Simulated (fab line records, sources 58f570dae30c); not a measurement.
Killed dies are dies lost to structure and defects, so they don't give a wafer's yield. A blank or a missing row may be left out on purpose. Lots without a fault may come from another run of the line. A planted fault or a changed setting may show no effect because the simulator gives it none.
Which tool did it? | flow berkeley_cmos170 | 14 lots, 42 wafers sampled, at 5 steps of a route of 331

WHAT THE GAUGES READ, wafer by wafer
UCB170_SDANNEAL_RS_MEAS_02: measures by four-point-probe. Usual: PSD_RS 75.5 ohm/sq, standard deviation 0.33.
lot  | measured     | on            | PSD_RS (ohm/sq) | flag
L362 | day 7 00:27  | film_metro-01 | 75.3 75.2 75.1  |
L363 | day 7 01:10  | film_metro-02 | 75.6 75.4 75.2  |
L364 | day 7 16:08  | film_metro-01 | 75.1 75.6 75.3  |
L365 | day 7 16:17  | film_metro-02 | 75.6 75.8 75.8  |
L366 | day 8 00:02  | film_metro-02 | 76.1 75.8 76.0  |
L370 | day 8 01:20  | film_metro-01 | 75.4 75.3 75.3  |
L372 | day 9 02:16  | film_metro-04 | 76.0 75.7 75.7  |
L371 | day 9 02:40  | film_metro-01 | 75.3 75.6 75.6  |
L373 | day 9 02:53  | film_metro-04 | 75.3 75.1 75.3  |
L376 | day 9 09:19  | film_metro-01 | 74.9 75.0 74.9  |
L374 | day 9 09:36  | film_metro-04 | 75.2 75.3 75.3  |
L382 | day 11 05:29 | film_metro-02 | 75.5 75.6 76.1  |
L385 | day 11 16:54 | film_metro-02 | 75.4 75.7 75.6  |
L384 | day 12 06:45 | film_metro-01 | 75.6 75.5 75.8  |

UCB170_SILICIDE_RS_MEAS_02: measures by four-point-probe. Usual: SILICIDE_TI_RS 26.0 ohm/sq, standard deviation 0.31.
lot  | measured     | on            | SILICIDE_TI_RS (ohm/sq) | flag
L362 | day 7 01:01  | film_metro-04 | 26.3 25.7 26.0          |
L363 | day 7 01:44  | film_metro-01 | 26.8 26.3 26.8          |
L364 | day 7 16:43  | film_metro-03 | 26.1 26.2 25.9          |
L365 | day 7 16:52  | film_metro-01 | 25.9 26.0 25.9          |
L366 | day 8 00:37  | film_metro-04 | 26.0 26.7 26.3          |
L370 | day 8 01:55  | film_metro-03 | 25.9 25.6 25.6          |
L372 | day 9 02:50  | film_metro-03 | 25.8 25.1 25.8          |
L371 | day 9 03:19  | film_metro-03 | 26.2 26.2 26.3          |
L373 | day 9 03:28  | film_metro-04 | 26.0 26.2 26.1          |
L376 | day 9 09:53  | film_metro-03 | 25.9 26.0 25.7          |
L374 | day 9 10:10  | film_metro-04 | 26.2 26.0 26.3          |
L382 | day 11 06:04 | film_metro-01 | 26.0 25.9 25.9          |
L385 | day 11 17:28 | film_metro-03 | 25.6 26.3 26.1          |
L384 | day 12 07:20 | film_metro-03 | 26.1 26.2 26.0          |

UCB170_CONTACT_OVL_MEAS_16. Usual: CONTACT_OVL 0 nm, standard deviation 6.1.
lot  | measured     | on         | CONTACT_OVL (nm) | flag
L362 | day 7 06:28  | overlay-01 | -5 8 -4          |
L363 | day 7 07:11  | overlay-01 | 10 -1 10         |
L364 | day 7 21:55  | overlay-02 | -7 -9 -5         |
L365 | day 8 01:05  | overlay-02 | 1 5 0            |
L366 | day 8 07:07  | overlay-02 | 12 1 13          |
L370 | day 8 06:22  | overlay-01 | -12 2 -2         |
L372 | day 9 07:08  | overlay-02 | 3 15 2           |
L371 | day 9 08:17  | overlay-01 | 68 87 71         | OFF
L373 | day 9 08:34  | overlay-01 | 9 4 2            |
L376 | day 9 14:15  | overlay-02 | 0 -4 -8          |
L374 | day 9 14:47  | overlay-01 | 70 59 68         | OFF
L382 | day 11 10:14 | overlay-01 | 4 3 0            |
L385 | day 12 00:40 | overlay-01 | -4 -3 -3         |
L384 | day 12 12:56 | overlay-01 | -3 0 -3          |

UCB170_M1_THK_MEAS_02: measures by xrf. Usual: M1_AL_THK 596 nm, standard deviation 6.9.
lot  | measured     | on            | M1_AL_THK (nm) | flag
L362 | day 7 08:11  | film_metro-01 | 580 587 586    |
L363 | day 7 08:13  | film_metro-04 | 592 605 595    |
L364 | day 7 22:42  | film_metro-02 | 605 598 596    |
L365 | day 8 01:53  | film_metro-01 | 590 592 590    |
L366 | day 8 07:54  | film_metro-01 | 586 595 593    |
L370 | day 8 07:11  | film_metro-02 | 609 592 595    |
L372 | day 9 07:56  | film_metro-02 | 613 602 595    |
L371 | day 9 09:05  | film_metro-04 | 597 603 601    |
L373 | day 9 09:22  | film_metro-02 | 598 586 587    |
L376 | day 9 17:52  | film_metro-01 | 606 603 607    |
L374 | day 9 17:53  | film_metro-04 | 606 597 607    |
L382 | day 11 12:09 | film_metro-01 | 607 594 602    |
L385 | day 12 01:26 | film_metro-04 | 597 595 590    |
L384 | day 12 14:20 | film_metro-01 | 592 596 589    |

WHICH TOOL RAN EACH LOT (tool, then ch and the chambers of the sampled wafers, then the start)
lot  | UCB170_CONTACT_EXPOSE_12
L362 | krf_scanner-02 ch 0, day 7 05:46
L363 | krf_scanner-01 ch 0, day 7 06:42
L364 | krf_scanner-02 ch 0, day 7 20:48
L365 | krf_scanner-02 ch 0, day 8 00:34
L366 | krf_scanner-02 ch 0, day 8 06:37
L370 | krf_scanner-01 ch 0, day 8 05:52
L372 | krf_scanner-01 ch 0, day 9 06:32
L371 | krf_scanner-01 ch 0, day 9 07:47
L373 | krf_scanner-02 ch 0, day 9 08:01
L376 | krf_scanner-02 ch 0, day 9 13:44
L374 | krf_scanner-01 ch 0, day 9 14:18
L382 | krf_scanner-02 ch 0, day 11 09:44
L385 | krf_scanner-02 ch 0, day 11 23:50
L384 | krf_scanner-02 ch 0, day 12 12:10
- UCB170_CONTACT_EXPOSE_12: exposes mask CONT, target cd 700 nm.

WHAT THE TOOLS THEMSELVES READ (means of the sampled wafers that have a number; where no wafer has one, the mark that the record gives instead)
The record holds no such reading with a usual standard deviation.

THE ANSWER, worked out from the rows above alone
Rule: a lot is off if the mean of its wafers that have a number lies more than 3 standard deviations from the usual mean. A lot without any number at a reading at which 4 lots or more have one is off too. The other lots that the step has rows for count as sound. The gauges are gone through in route order, then the tools' own readings, and for those a lot's mean is taken as printed above. The first step at which some lot is off is used, and at that step the reading that is off furthest; a lot without a number counts as furthest.
Off: L371, L374, at UCB170_CONTACT_OVL_MEAS_16 (CONTACT_OVL).
A tool fits if, at a process step before that reading, it ran every lot that is off, and no sound lot after the first of them. The gauges at UCB170_CONTACT_OVL_MEAS_16 are tried like those tools. One fits: krf_scanner-01 at UCB170_CONTACT_EXPOSE_12. Its last sound lot is L372 (day 9 06:32), its first lot that is off L371 (day 9 07:47): a fault that began between those two fits.

WHAT THE SIMULATOR HAD PUT IN
Scanner matching overlay: krf_scanner-01, from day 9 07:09 on, at UCB170_CONTACT_EXPOSE_12. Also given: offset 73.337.
Lots struck among those shown: L371, L374. The rule above found the same.
